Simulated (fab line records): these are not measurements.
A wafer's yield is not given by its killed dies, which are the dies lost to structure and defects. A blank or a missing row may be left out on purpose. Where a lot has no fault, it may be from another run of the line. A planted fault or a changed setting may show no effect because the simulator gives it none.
Problem report in the 8D (eight disciplines) form, filled by code -- flow berkeleyCmos170 -- the parts of the form that need people (team, actions taken, sign-off) are left out

## 1. WHAT IS WRONG
Mean of oesProductAu at UCB170_M3_ETCH_17: 0.800 a.u. across 9 wafers in 3 lots; on wafers with no fault it is 0.998 a.u. (standard deviation 0.018). Relative to the usual mean, that is a shift of -11 standard deviations.
The step: etches BARC in N2/H2.
Seen first at day 9 17:07 on rieDiel-02, wafer L451.3. The record holds 45 wafers of 15 lots with a number at this step. The rule behind "out" and "out of limits": a value lying over 4 standard deviations away from the usual mean. The other wafers with a number count as sound.

## 2. WHAT IT IS AND WHAT IT IS NOT
question,is,is not
which readings at this step,oesProductAu,"drypumpMotorCurrentA, throttleValvePct"
which lots,"L451, L452, L454","L442, L443, L444, L445, L447, L448, L456, L458, L459, L460, L462, L464"
which wafers of those lots,all that have a number,-
read on which tools,rieDiel-02,"rieDiel-01, rieDiel-03"
when,from day 9 17:07,"up to then (18 sound wafers); but 18 sound wafers of L456, L458, L459, L460, L462, L464 came after"

## 3. SUSPECTS, AND WHAT RULES EACH OUT
Counting: a tool stays on the suspect list if, at a process step up to the reading, it processed all lots that are out and no sound lot following the first of them.
- rieDiel-02 at UCB170_M3_ETCH_17 (etches BARC in N2/H2): kept. It ran every lot that is out, first L451 (day 9 17:07), and no sound lot after that; its last sound lot up to then is L448 (day 8 20:40). Out on those wafers are its own readings of oesProductAu.
The count leaves rieDiel-02 at UCB170_M3_ETCH_17.

## 4. THE CAUSE (what the simulator had put in)
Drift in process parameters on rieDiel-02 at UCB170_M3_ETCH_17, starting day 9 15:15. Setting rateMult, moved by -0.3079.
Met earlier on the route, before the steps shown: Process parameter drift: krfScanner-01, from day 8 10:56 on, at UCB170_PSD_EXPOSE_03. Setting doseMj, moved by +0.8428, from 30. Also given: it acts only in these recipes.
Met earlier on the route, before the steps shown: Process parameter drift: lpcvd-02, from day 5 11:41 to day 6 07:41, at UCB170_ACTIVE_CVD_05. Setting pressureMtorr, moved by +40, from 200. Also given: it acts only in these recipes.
The count eliminated every tool but this one.

## 5. THE CHAIN OF EFFECTS, in route order
Rows list readings where the struck wafers' mean (over those with a number) sits beyond 3 standard deviations from the usual. Only readings whose record carries a usual standard deviation are examined. hours: median over the lots of the time between each lot's start at the first step of this table that gives one and its start at this step. sigmas: the change, counted in usual standard deviations.
hours,step,reading,usual,on struck wafers,change,sigmas
0,UCB170_M3_ETCH_17,oesProductAu,0.998 a.u.,0.800,-0.198,-11
Here are the process steps it includes:
- UCB170_M3_ETCH_17: etches BARC in N2/H2.

## 6. WHAT WOULD HAVE CAUGHT IT SOONER
In this record the first reading out of limits was taken at day 9 17:07, 2 hours after the fault began at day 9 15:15.
